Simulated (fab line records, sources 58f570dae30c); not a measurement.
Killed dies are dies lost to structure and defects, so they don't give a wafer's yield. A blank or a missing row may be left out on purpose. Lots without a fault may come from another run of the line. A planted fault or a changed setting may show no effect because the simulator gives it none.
One fault seen from 2 desks | flow berkeley_cmos170 | each desk has only its own numbers; what lay behind them comes last

THE TOOL OWNER'S DESK: rie_metal-04
The tool's own readings at UCB170_M3_METAL_ETCH_18 (etches Al in Cl2/BCl3, stops on SiO2, target depth 1170 nm, time 195 s): means of the sampled wafers that have a number, for each lot that ran on this tool. A lot is out of limits, marked OUT, if its mean lies more than 4 standard deviations from the usual mean; the brackets give that distance.
Columns: A = chamber_pressure_mTorr at UCB170_M3_METAL_ETCH_18, usual 12.001 mTorr; B = drypump_motor_current_A at UCB170_M3_METAL_ETCH_18, usual 5.79 A; C = oes_product_au at UCB170_M3_METAL_ETCH_18, usual 0.853 a.u.; D = throttle_valve_pct at UCB170_M3_METAL_ETCH_18, usual 24.40 %
lot  | first seen here | A      | B    | C     | D
L977 | day 10 19:52    | 12.006 | 5.71 | 0.853 | 24.33
L984 | day 12 12:26    | 11.994 | 5.58 | 0.837 | 24.27
L991 | day 13 14:10    | 11.999 | 5.72 | 0.903 | 24.31
This desk's finding: nothing out of limits on any of the 3 lots.

THE METROLOGY DESK
What the gauges read, lot by lot, whatever tool the lot ran on: means of the sampled wafers that have a number. A lot is out of limits, marked OUT, if its mean lies more than 4 standard deviations from the usual mean; the brackets give that distance.
Columns: A = NLDD_RS at UCB170_SDANNEAL_RS_MEAS_05, usual 616.3 ohm/sq
lot  | first seen here | A
L975 | day 8 08:10     | 614.2
L976 | day 8 22:26     | 617.3
L979 | day 9 20:06     | 614.6
L977 | day 9 20:42     | 617.6
L978 | day 9 20:55     | 616.3
L982 | day 10 12:08    | 618.1
L981 | day 10 12:38    | 618.5
L985 | day 11 07:15    | 615.9
L984 | day 11 07:25    | 616.8
L987 | day 12 08:14    | 616.4
L988 | day 12 08:42    | 618.4
L991 | day 12 14:39    | 614.8
L998 | day 14 06:29    | 615.7
This desk's finding: nothing out of limits on any of the 13 lots.

PUT TOGETHER
The tool owner's desk saw nothing out of limits.
The metrology desk saw nothing out of limits.

WHAT THE SIMULATOR HAD PUT IN
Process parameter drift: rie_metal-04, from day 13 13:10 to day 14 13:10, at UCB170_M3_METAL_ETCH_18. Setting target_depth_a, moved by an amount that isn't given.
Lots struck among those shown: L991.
